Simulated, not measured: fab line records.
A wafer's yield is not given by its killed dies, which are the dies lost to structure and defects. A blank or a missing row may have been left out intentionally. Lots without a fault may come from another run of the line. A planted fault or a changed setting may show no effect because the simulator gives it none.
A struck lot beside a sound one -- flow berkeley cmos170 -- 43 steps out of a route of 331
Sound: the wafers L524.1, L524.2, L524.5. The struck wafers were L525.1, L525.2, L525.4. The cause comes at the end.
For every step that has rows: the tool of each side, followed by ch and its chambers, followed by its first start. Under that, the readings that differ: sound wafers -- struck wafers -- difference of the means -- sigmas: that difference in standard deviations of wafers without a fault.
alike: readings whose means differ by less than 2 such deviations, and words and numbers that are the same on both sides. not compared: withheld readings, readings that some wafer has no value for, bounds like >300 that may hide the same value, and numbers for which the record gives no deviation and whose values overlap.
The two part at a step that has a row with sigmas, a row that says differs or no value, or rows on one side only. Numbers that have no deviation but don't overlap get no sigmas and don't part them. A reading missing from all wafers of one side parts the sides only when that side holds two or more wafers.

UCB170_ACTIVE_OVL_MEAS_14:
  struck on overlay-01, day 5 13:37; sound on overlay-01, day 5 08:21
  alike: ACTIVE_OVL
UCB170_ACTIVE_ETCH_15: etches Si3N4 in CH3F/Ar/O2, stops on SiO2, target depth 242 nm, time 151 s.
  sound on rie diel-01 ch 0,1, day 5 08:23; struck on rie diel-01 ch 1,2,3, day 5 13:39
  alike: drypump motor current A, mfc ar sccm, oes product au, throttle valve pct
  not compared: rf hours counter h
UCB170_ACTIVE_STRIP_16: strips in O2.
  sound on plasma asher-04 ch 0,1, day 5 08:29; struck on plasma asher-04 ch 0,1, day 5 13:45
  alike: drypump motor current A, oes product au, strip time to endpoint s
  not compared: rf hours counter h
UCB170_ACTIVE_CD_MEAS_90: the cd target is 1200 nm.
  struck on cd sem-02, day 5 13:51; sound on cd sem-02, day 5 08:35
  alike: cd nm
then, 7 steps without rows for these wafers: UCB170_ACTIVE_CLEAN_17 (cleans in SPM, time 600 s); UCB170_PFIELD_HMDS_00 (prime time 60 s); UCB170_PFIELD_COAT_01 (resist thk 900 nm); UCB170_PFIELD_SOFTBAKE_02 (time 60 s); UCB170_PFIELD_EXPOSE_03 (exposes mask PFIELD, target cd 1500 nm); UCB170_PFIELD_PEB_04; UCB170_PFIELD_DEVELOP_05 (develop time 45 s).
UCB170_PFIELD_OVL_MEAS_06:
  struck on overlay-02, day 5 16:41; sound on overlay-01, day 5 11:34
  alike: PFIELD_OVL
UCB170_PFIELD_IMPLANT_07:
  sound on implanter-01 ch 0, day 5 11:37; struck on implanter-01 ch 0, day 5 16:43
  alike: faraday current uA
UCB170_PFIELD_STRIP_08: strips in O2.
  sound on plasma asher-01 ch 0,1, day 5 11:46; struck on plasma asher-03 ch 0,1, day 5 16:52
reading,sound,struck,difference,sigmas
strip time to endpoint s (s),21.57 21.51 21.62,21.68 21.71 21.71,+0.13,+2
  alike: drypump motor current A, oes product au
  not compared: rf hours counter h
UCB170_PFIELD_TW_MEAS_09:
  struck on film metro-03, day 5 16:58; sound on film metro-01, day 5 11:52
reading,sound,struck,difference,sigmas
PFIELD_TW,607 610 606,578 578 580,-29,-4
then, 2 steps without rows for these wafers: UCB170_FIELD_CLEAN_00 (cleans in dHF, time 7.5 s); UCB170_FIELD_OXIDATION_01 (target thk 558.3 nm, ox time 7200 s).
UCB170_FIELD_THK_MEAS_02:
  struck on film metro-04, day 5 23:29; sound on film metro-03, day 5 16:46
  alike: FIELD_OXIDE_THK
then, 4 steps without rows for these wafers: UCB170_FIELD_ANNEAL_03 (time 1200 s); UCB170_FIELD_WET_ETCH_04 (etches SiO2 in dHF, time 61.03 s); UCB170_FIELD_WET_ETCH_05 (etches Si3N4 in H3PO4, time 12600 s); UCB170_FIELD_WET_ETCH_06 (etches SiO2 in BOE, time 22 s).
UCB170_FIELD_THK_MEAS_90:
  struck on film metro-04, day 6 08:51; sound on film metro-03, day 6 00:40
  alike: FIELD_OXIDE_LEFT_1_THK
then, 2 steps without rows for these wafers: UCB170_SACOX_CLEAN_00 (cleans in dHF, time 7.5 s); UCB170_SACOX_OXIDATION_01 (target thk 14.4 nm, ox time 2400 s).
UCB170_SACOX_THK_MEAS_02:
  struck on film metro-02, day 6 14:04; sound on film metro-04, day 6 05:53
  alike: SACOX_OXIDE_THK
then, 2 steps without rows for these wafers: UCB170_SCREENOX_WET_ETCH_00 (etches SiO2 in dHF, time 200 s); UCB170_SCREENOX_OXIDATION_01 (target thk 14.4 nm, ox time 2400 s).
UCB170_SCREENOX_THK_MEAS_02:
  struck on film metro-04, day 6 19:22; sound on film metro-03, day 6 11:29
  alike: SCREENOX_OXIDE_THK
then, 3 steps without rows for these wafers: UCB170_SCREENOX_ANNEAL_03 (time 900 s); UCB170_NVT_HMDS_00 (prime time 60 s); UCB170_NVT_COAT_01 (resist thk 900 nm).
UCB170_NVT_SOFTBAKE_02: time 62.46 s.
  sound on litho track-04 ch 0, day 6 17:26; struck on litho track-01 ch 0, day 7 00:59
  alike: plate sensor t centre C, plate sensor t edge C
then, 3 steps without rows for these wafers: UCB170_NVT_EXPOSE_03 (exposes mask PWELL, target cd 3000 nm); UCB170_NVT_PEB_04; UCB170_NVT_DEVELOP_05 (develop time 45 s).
UCB170_NVT_OVL_MEAS_06:
  struck on overlay-02, day 7 01:32; sound on overlay-01, day 6 19:02
  alike: NVT_OVL
after that, 1 step had no rows for these wafers: UCB170_NVT_IMPLANT_07.
UCB170_NVT_STRIP_08: strips in O2.
  sound on plasma asher-04 ch 0,1, day 6 19:13; struck on plasma asher-01 ch 0,1, day 7 01:43
  alike: drypump motor current A, oes product au, strip time to endpoint s
  not compared: rf hours counter h
UCB170_NVT_TW_MEAS_09:
  struck on film metro-01, day 7 01:51; sound on film metro-02, day 6 19:19
  alike: NVT_TW
then, 2 steps without rows for these wafers: UCB170_NVT_CLEAN_10 (cleans in SPM, time 600 s); UCB170_PVT_HMDS_00 (prime time 60 s).
-- the record jumps here: 2 days lie between the struck wafers' starts before and after (it left off in module PVT and takes up again in module M3, whose first step shown is number 331 of the route) --
UCB170_M3_PROBE_99:
  struck on prober-02, day 9 10:11; sound on prober-02, day 9 05:11
reading,sound,struck,difference,sigmas
model.etest.field n metal.vt v (V),52.52 52.65 53.23,49.67 51.06 49.81,-2.62,
model.etest.field n.vt v range,0.2601 0.2902 0.2557,2.167 2.193 2.166,+1.907,
model.etest.field n.vt v (V),19.59 19.76 19.57,18.05 18.26 17.8,-1.60,
model.etest.field n.vt v rim less centre,-0.05723 0.188 0.2057,1.079 1.172 1.052,+0.989,
model.etest.diode nplus pwell.bv v (V),12.87 12.91 12.89,13.1 13.27 13.09,+0.3,
model.etest.iso nplus nwell.lateral log10 a um,-8.123 -8.132 -8.126,-8.053 -8.021 -8.023,+0.095,
model.etest.diode nplus comb.cj ff um2,0.7999 0.7983 0.7993,0.7859 0.7854 0.7867,-0.0132,
model.etest.nmos narrow.vt less v (V),0.121 0.1198 0.1185,0.1095 0.1074 0.1116,-0.0103,

## WHERE THEY PART
First at UCB170_PFIELD_STRIP_08; last, within this record, at UCB170_PFIELD_TW_MEAS_09. Later steps at which nothing parts them and some readings are alike: UCB170_FIELD_THK_MEAS_02, UCB170_FIELD_THK_MEAS_90, UCB170_SACOX_THK_MEAS_02, UCB170_SCREENOX_THK_MEAS_02, UCB170_NVT_SOFTBAKE_02, UCB170_NVT_OVL_MEAS_06, UCB170_NVT_STRIP_08, UCB170_NVT_TW_MEAS_09.

WHY: the cause the simulator had injected
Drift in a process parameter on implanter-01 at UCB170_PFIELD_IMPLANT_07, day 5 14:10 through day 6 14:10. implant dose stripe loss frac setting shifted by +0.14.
